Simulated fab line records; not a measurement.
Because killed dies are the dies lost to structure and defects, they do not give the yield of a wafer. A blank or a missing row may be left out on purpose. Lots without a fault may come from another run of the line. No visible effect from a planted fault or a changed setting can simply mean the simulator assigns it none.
Which tool is to blame? + flow berkeleyCmos170 + 13 lots, 39 wafers sampled, at 5 steps of a route of 331

## WHAT THE GAUGES READ, wafer by wafer
UCB170_PFIELD_OVL_MEAS_06. Usual: PFIELD_OVL -2 nm, standard deviation 6.
| lot  | measured    | on         | PFIELD_OVL (nm) | flag |
|------|-------------|------------|-----------------|------|
| L467 | day 4 19:48 | overlay-01 | 2 2 -5          |      |
| L468 | day 5 03:22 | overlay-01 | -5 0 -2         |      |
| L472 | day 5 18:01 | overlay-01 | -6 -5 -7        |      |
| L470 | day 5 18:24 | overlay-01 | 2 -3 8          |      |
| L471 | day 5 20:14 | overlay-02 | 1 -9 -4         |      |
| L475 | day 6 17:51 | overlay-02 | 9 3 2           |      |
| L474 | day 6 18:08 | overlay-02 | 6 16 12         |      |
| L480 | day 7 05:55 | overlay-02 | -6 0 0          |      |
| L479 | day 7 06:18 | overlay-02 | -2 -6 -1        |      |
| L481 | day 7 15:40 | overlay-02 | 3 10 0          |      |
| L484 | day 8 11:45 | overlay-01 | 4 4 -4          |      |
| L487 | day 8 18:22 | overlay-01 | -7 -6 -14       |      |
| L486 | day 8 18:50 | overlay-01 | 5 -2 0          |      |

UCB170_SCREENOX_THK_MEAS_02. Usual: SCREENOX_OXIDE_THK 14.35 nm, standard deviation 0.25.
| lot  | measured    | on           | SCREENOX_OXIDE_THK (nm) | flag |
|------|-------------|--------------|-------------------------|------|
| L467 | day 5 22:57 | filmMetro-03 | 14.42 14.48 14.42       |      |
| L468 | day 6 06:08 | filmMetro-04 | 14.26 14.23 14.26       |      |
| L472 | day 6 17:41 | filmMetro-01 | 14.40 14.27 14.48       |      |
| L470 | day 6 17:40 | filmMetro-03 | 14.19 13.97 13.91       |      |
| L471 | day 6 17:40 | filmMetro-04 | 14.16 14.25 14.31       |      |
| L475 | day 7 11:40 | filmMetro-01 | 14.50 14.37 14.30       |      |
| L474 | day 7 11:41 | filmMetro-03 | 14.11 14.10 14.45       |      |
| L480 | day 8 03:28 | filmMetro-04 | 14.69 14.44 14.29       |      |
| L479 | day 8 03:28 | filmMetro-03 | 14.38 14.04 14.41       |      |
| L481 | day 8 14:20 | filmMetro-04 | 14.62 14.49 14.62       |      |
| L484 | day 9 09:23 | filmMetro-03 | 14.62 14.58 14.39       |      |
| L487 | day 9 17:13 | filmMetro-04 | 14.87 15.04 14.83       |      |
| L486 | day 9 17:13 | filmMetro-03 | 14.22 14.31 14.18       |      |

UCB170_V2_THK_MEAS_01. Usual: V2_TEOS_THK 1999 nm, standard deviation 23.
| lot  | measured     | on           | V2_TEOS_THK (nm) | flag |
|------|--------------|--------------|------------------|------|
| L467 | day 8 08:04  | filmMetro-02 | 1984 1970 2026   |      |
| L468 | day 8 18:52  | filmMetro-04 | 1976 2036 2026   |      |
| L472 | day 8 18:37  | filmMetro-02 | 2016 2024 2044   |      |
| L470 | day 8 19:25  | filmMetro-02 | 1974 1981 2005   |      |
| L471 | day 8 19:19  | filmMetro-02 | 1973 2018 2022   |      |
| L475 | day 9 16:32  | filmMetro-02 | 1987 2013 2038   |      |
| L474 | day 9 16:07  | filmMetro-04 | 1969 2001 1994   |      |
| L480 | day 10 10:25 | filmMetro-03 | 2766 2006 2794   | OFF  |
| L479 | day 10 08:33 | filmMetro-02 | 1975 1990 2009   |      |
| L481 | day 10 17:39 | filmMetro-03 | 1991 2000 1989   |      |
| L484 | day 11 22:32 | filmMetro-02 | 1982 2016 2032   |      |
| L487 | day 11 23:15 | filmMetro-02 | 1994 1979 2012   |      |
| L486 | day 11 22:42 | filmMetro-04 | 1989 1972 2025   |      |

UCB170_V2_BOW_MEAS_03. Usual: V2_BOW 38 um, standard deviation 7.
| lot  | measured     | on           | V2_BOW (um) | flag |
|------|--------------|--------------|-------------|------|
| L467 | day 8 08:26  | filmMetro-03 | 41 39 50    |      |
| L468 | day 8 19:14  | filmMetro-03 | 34 35 41    |      |
| L472 | day 8 18:59  | filmMetro-02 | 40 46 32    |      |
| L470 | day 8 19:46  | filmMetro-03 | 25 38 39    |      |
| L471 | day 8 19:41  | filmMetro-04 | 39 37 31    |      |
| L475 | day 9 17:00  | filmMetro-03 | 22 34 37    |      |
| L474 | day 9 16:43  | filmMetro-04 | 49 40 41    |      |
| L480 | day 10 10:47 | filmMetro-04 | 42 29 40    |      |
| L479 | day 10 08:55 | filmMetro-04 | 33 33 27    |      |
| L481 | day 10 18:02 | filmMetro-03 | 31 35 24    |      |
| L484 | day 11 22:54 | filmMetro-02 | 37 35 48    |      |
| L487 | day 11 23:37 | filmMetro-03 | 57 32 35    |      |
| L486 | day 11 23:04 | filmMetro-04 | 38 49 42    |      |

## WHAT TOOL EACH LOT RAN ON (gives the tool, then ch and the chambers of the sampled wafers, and finally the start)
| lot  | UCB170_V2_CVD_00                |
|------|---------------------------------|
| L467 | pecvd-04 ch 1,2, day 8 07:55    |
| L468 | pecvd-04 ch 1,2, day 8 18:42    |
| L472 | pecvd-02 ch 0,1, day 8 18:26    |
| L470 | pecvd-02 ch 0,1,2, day 8 19:15  |
| L471 | pecvd-01 ch 1,2, day 8 19:04    |
| L475 | pecvd-04 ch 0,1,2, day 9 16:23  |
| L474 | pecvd-02 ch 0,1, day 9 15:57    |
| L480 | pecvd-02 ch 1,2, day 10 10:16   |
| L479 | pecvd-01 ch 0,2, day 10 08:24   |
| L481 | pecvd-01 ch 0,1, day 10 17:29   |
| L484 | pecvd-01 ch 0,1,2, day 11 22:22 |
| L487 | pecvd-01 ch 1,2, day 11 23:05   |
| L486 | pecvd-04 ch 0,1, day 11 22:32   |
- UCB170_V2_CVD_00: deposits SiO2 from TEOS/O2, target thk 2000 nm, time 250 s.

## WHAT THE TOOLS THEMSELVES READ (means of the sampled wafers that have a number; where no wafer has one, the mark that the record gives instead)
UCB170_V2_CVD_00. Usual: heaterPowerW reads 256 W (standard deviation 55).
| lot  | tool     | heaterPowerW (W) | flag |
|------|----------|------------------|------|
| L467 | pecvd-04 | 217              |      |
| L468 | pecvd-04 | 227              |      |
| L472 | pecvd-02 | 269              |      |
| L470 | pecvd-02 | 266              |      |
| L471 | pecvd-01 | 307              |      |
| L475 | pecvd-04 | 221              |      |
| L474 | pecvd-02 | 301              |      |
| L480 | pecvd-02 | 240              |      |
| L479 | pecvd-01 | 245              |      |
| L481 | pecvd-01 | 291              |      |
| L484 | pecvd-01 | 234              |      |
| L487 | pecvd-01 | 263              |      |
| L486 | pecvd-04 | 240              |      |

## THE ANSWER, worked out from the rows above alone
Rule: take the mean of a lot's wafers that have a number; if it is more than 3 standard deviations from the usual mean, the lot is off. Also off: a lot with no number at a reading for which 4 or more lots have one. All remaining lots with rows at the step are treated as sound. Order of review: gauges by route order, followed by the tools' own readings, for which a lot's mean as printed above is used. At the first step where some lot is off, the reading lying furthest off is the one used; lots without a number count as furthest.
Off: at UCB170_V2_THK_MEAS_01 (V2_TEOS_THK), L480.
A tool fits if, at a process step before that reading, it ran every lot that is off, and no sound lot after the first of them. Gauges at UCB170_V2_THK_MEAS_01: tried the same way as those tools. One candidate fits, namely pecvd-02 at UCB170_V2_CVD_00. A fault onset in the window from L474 (day 9 15:57, its last sound lot) to L480 (day 10 10:16, its first lot off) fits.

## WHAT THE SIMULATOR HAD PUT IN
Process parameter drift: pecvd-02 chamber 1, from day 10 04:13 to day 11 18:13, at UCB170_V2_CVD_00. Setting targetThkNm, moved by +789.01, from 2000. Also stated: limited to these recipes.
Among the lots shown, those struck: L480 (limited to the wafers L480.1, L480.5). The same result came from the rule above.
